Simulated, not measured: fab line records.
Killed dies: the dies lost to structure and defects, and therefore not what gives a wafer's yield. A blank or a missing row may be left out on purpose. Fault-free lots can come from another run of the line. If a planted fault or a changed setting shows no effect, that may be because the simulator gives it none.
Problem report in the 8D (eight disciplines) form, filled by code + flow ritCmos + the parts of the form that need people (team, actions taken, sign-off) are left out

1. PROBLEM STATEMENT
Wafers free of any fault read 115.9 ohm/sq (standard deviation 0.31) for PSD_RS at RIT_SDANNEAL_RS_MEAS_04, against a mean of 130.1 ohm/sq on 6 wafers of 2 lots. That puts it +46 standard deviations away from the usual mean.
The step: measures by four-point-probe.
First observed at day 6 10:26: wafer L246.2, on filmMetro-01. The record holds 39 wafers of 13 lots with a number at this step. Rule for "out" (also "out of limits"): further than 4 standard deviations from the usual mean. The rest of the wafers with a number are treated as sound.

2. WHAT IT IS, AND WHAT IT ISN'T
| question                    | is                         | is not                                                                          |
|-----------------------------|----------------------------|---------------------------------------------------------------------------------|
| which readings at this step | PSD_RS                     | -                                                                               |
| which lots                  | L246, L248                 | L233, L234, L235, L236, L237, L238, L239, L242, L251, L253, L255                |
| which wafers of those lots  | all that have a number     | -                                                                               |
| read on which gauges        | filmMetro-01, filmMetro-03 | filmMetro-02                                                                    |
| when                        | from day 6 10:26           | up to then (24 sound wafers); but 9 sound wafers of L251, L253, L255 came after |

3. SUSPECTS, AND WHAT RULES EACH OUT
Counting: a tool stays on the suspect list if, at a process step up to the reading, it processed all lots that are out and no sound lot following the first of them.
- ruled out: the gauge at RIT_SDANNEAL_RS_MEAS_04. The wafers that are out were read on 2 gauges (filmMetro-01, filmMetro-03).
- rtpAnneal-01 at RIT_SDANNEAL_RTA_03 (time 5 s): kept. All lots that are out passed through it, beginning with L246 at day 6 10:22, and no sound lot followed; its final sound lot before that point was L242 at day 5 11:42. Its own wafer_temp_C_max readings are out on those wafers.
Remaining after the count: rtpAnneal-01 at RIT_SDANNEAL_RTA_03.

4. THE CAUSE (what the simulator had put in)
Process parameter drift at RIT_SDANNEAL_RTA_03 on rtpAnneal-01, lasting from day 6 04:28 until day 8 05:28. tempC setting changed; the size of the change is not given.
This tool alone remained once counting was done.

5. THE EFFECT CHAIN, in route order
Each row: a reading where the mean over the struck wafers with a number is more than 3 standard deviations away from the usual. Readings are gone through only where the record gives a usual standard deviation; hours: the median, over the lots, of the time from a lot's start at the first step in this table giving one to that lot's start at this step; sigmas: the change measured in usual standard deviations.
| hours | step                    | reading          | usual        | on struck wafers | change | sigmas |
|-------|-------------------------|------------------|--------------|------------------|--------|--------|
| 0     | RIT_SDANNEAL_RTA_03     | wafer_temp_C_max | 1053.4       | 1033.5           | -19.9  | -15    |
| 0     | RIT_SDANNEAL_RS_MEAS_04 | PSD_RS           | 115.9 ohm/sq | 130.1            | +14.2  | +46    |
| 0     | RIT_SDANNEAL_RS_MEAS_06 | PLDD_RS          | 178.7 ohm/sq | 194.2            | +15.5  | +30    |
Its process steps:
- RIT_SDANNEAL_RTA_03: time 5 s.
Later measuring or inspecting steps at which every struck wafer that the step has a row for has a number for every such reading, and none has moved that far: RIT_SDANNEAL_RS_MEAS_05.

6. WHAT WOULD HAVE CAUGHT IT SOONER
The first out-of-limits reading at a measuring or inspecting step in this record came at day 6 10:26, 6 hours after the fault's start at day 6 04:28.
At RIT_SDANNEAL_RTA_03, the tool's own readings (wafer_temp_C_max) were out on each struck wafer the step has a row for, so an alarm limit on them would have fired on the first such wafer.
Among the 2 lots that are out, L248 began RIT_SDANNEAL_RTA_03 on rtpAnneal-01 after day 6 10:26. Putting the tool on hold at that point would have spared it.
